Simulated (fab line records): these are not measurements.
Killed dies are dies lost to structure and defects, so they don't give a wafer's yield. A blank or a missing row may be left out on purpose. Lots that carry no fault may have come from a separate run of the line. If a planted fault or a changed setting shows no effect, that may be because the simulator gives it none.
A lot that was struck, set against a sound lot    flow rit cmos    17 out of 202 route steps
Sound: these wafers, L905.1, L905.4, L905.5. Wafers L908.3, L908.4, L908.6 were the ones struck. The cause comes at the end.
Order at every step that has rows: each side's tool, ch and its chambers, its first start. Under that, the readings that differ: sound wafers    struck wafers    difference of the means    sigmas: that difference in standard deviations of wafers without a fault.
alike: a reading whose means differ by less than 2 such deviations, as well as words and numbers matching on both sides. not compared: withheld readings; readings where some wafer has no value; bounds like >300 that might hide an equal value; numbers whose values overlap and for which the record gives no deviation.
Wherever a step has rows on one side only, a row that says differs or no value, or a row with sigmas, the two part there. Non-overlapping numbers with no deviation appear without sigmas and do not part them. A reading that every wafer of one side lacks parts them only if that side has two wafers or more.

RIT_CONTACT_STRIP_12: strips in O2, time 180 s.
  sound on plasma asher-01 ch 0,1, day 5 03:41; struck on plasma asher-04 ch 0,1, day 5 18:48
reading                      sound           struck          difference  sigmas
drypump motor current A (A)  5.64 5.66 5.66  6.43 6.05 6.38  +0.63       +2
  not compared: rf hours counter h
RIT_CONTACT_CD_MEAS_90: the cd target is 1000 nm.
  sound: cd sem-02 at day 5 03:52; struck: cd sem-01 at day 5 18:58
  alike: cd nm
then, 2 steps without rows for these wafers: RIT_CONTACT_CLEAN_13 (cleans in SC1, time 600 s); RIT_CONTACT_CLEAN_14 (cleans in SC2, time 600 s).
RIT_M1_SPUTTER_00: material Al, target thk 400 nm, time 500 s.
  sound: pvd sputter-03 at day 5 04:41; struck: pvd sputter-01 at day 5 19:24
  alike: chamber pressure pa, throttle valve pct
RIT_M1_RS_MEAS_01: measures by four-point-probe.
  sound: film metro-01 at day 5 04:58; struck: film metro-02 at day 5 19:44
  alike: M1_AL_RS
RIT_M1_THK_MEAS_02: measures by xrf.
  sound: film metro-01 at day 5 05:05; struck: film metro-02 at day 5 19:50
  alike: M1_AL_THK
then, 5 steps without rows for these wafers: RIT_M1_HMDS_03 (prime time 60 s); RIT_M1_COAT_04 (resist thk 1300 nm); RIT_M1_SOFTBAKE_05 (time 60 s); RIT_M1_EXPOSE_06 (exposes mask M12, target cd 2600 nm); RIT_M1_PEB_07.
RIT_M1_DEVELOP_08: develop time 68 s.
  sound on litho track-04 ch 0, day 5 06:00; struck on litho track-02 ch 0, day 5 20:00
  alike: developer temp C
RIT_M1_CD_MEAS_09: the cd target is 2600 nm.
  sound: cd sem-02 at day 5 06:16; struck: cd sem-02 at day 5 20:48
reading     sound                 struck  difference                     sigmas
cd nm (nm)  2601.4 2601.0 2600.7  - - -   no value on the struck wafers  
RIT_M1_OVL_MEAS_10:
  sound: overlay-02 at day 5 06:23; struck: overlay-02 at day 5 20:53
reading      sound        struck  difference                     sigmas
M1_OVL (nm)  0.7 0.6 0.9  - - -   no value on the struck wafers  
then, 1 step without rows for these wafers: RIT_M1_HARDBAKE_11 (time 120 s).
RIT_M1_PROBE_99:
  sound: prober-01 at day 5 09:01; struck: prober-02 at day 5 23:31
reading                   sound              struck                                                                difference                    sigmas
hold                      - - -              await dispo/2.4h/scrap await dispo/2.4h/scrap await dispo/2.4h/scrap  no value on the sound wafers  
defect limited yield (%)  98.1 97.3 95.8     0 0 0                                                                 -97                           -88
killed_at_M0_to_M3        0 0 0              257 250 253                                                           +253                          +99 or more
killed dies               5 7 11             264 264 264                                                           +256                          +92
killed on rim             1 2 3              70 70 70                                                              +68                           +57
killed short              2 1 3              5 6 8                                                                 +4                            +2
sort_bin_5_function (%)   1.5 1.1 1.5        98.9 97.7 98.5                                                        +97.0                         +99 or more
sort n pass               259.0 257.0 253.0  0 0 0                                                                 -256                          -92
sort yield pct (%)        98.1 97.3 95.8     0 0 0                                                                 -97                           -88
  alike: killed at contacts, killed at front end, killed open, sort_bin_3_pad_short, sort_bin_6_memory

WHERE THEY PART
Last at RIT_M1_PROBE_99 as far as this record goes, first at RIT_CONTACT_STRIP_12.

WHY: the cause the simulator had injected
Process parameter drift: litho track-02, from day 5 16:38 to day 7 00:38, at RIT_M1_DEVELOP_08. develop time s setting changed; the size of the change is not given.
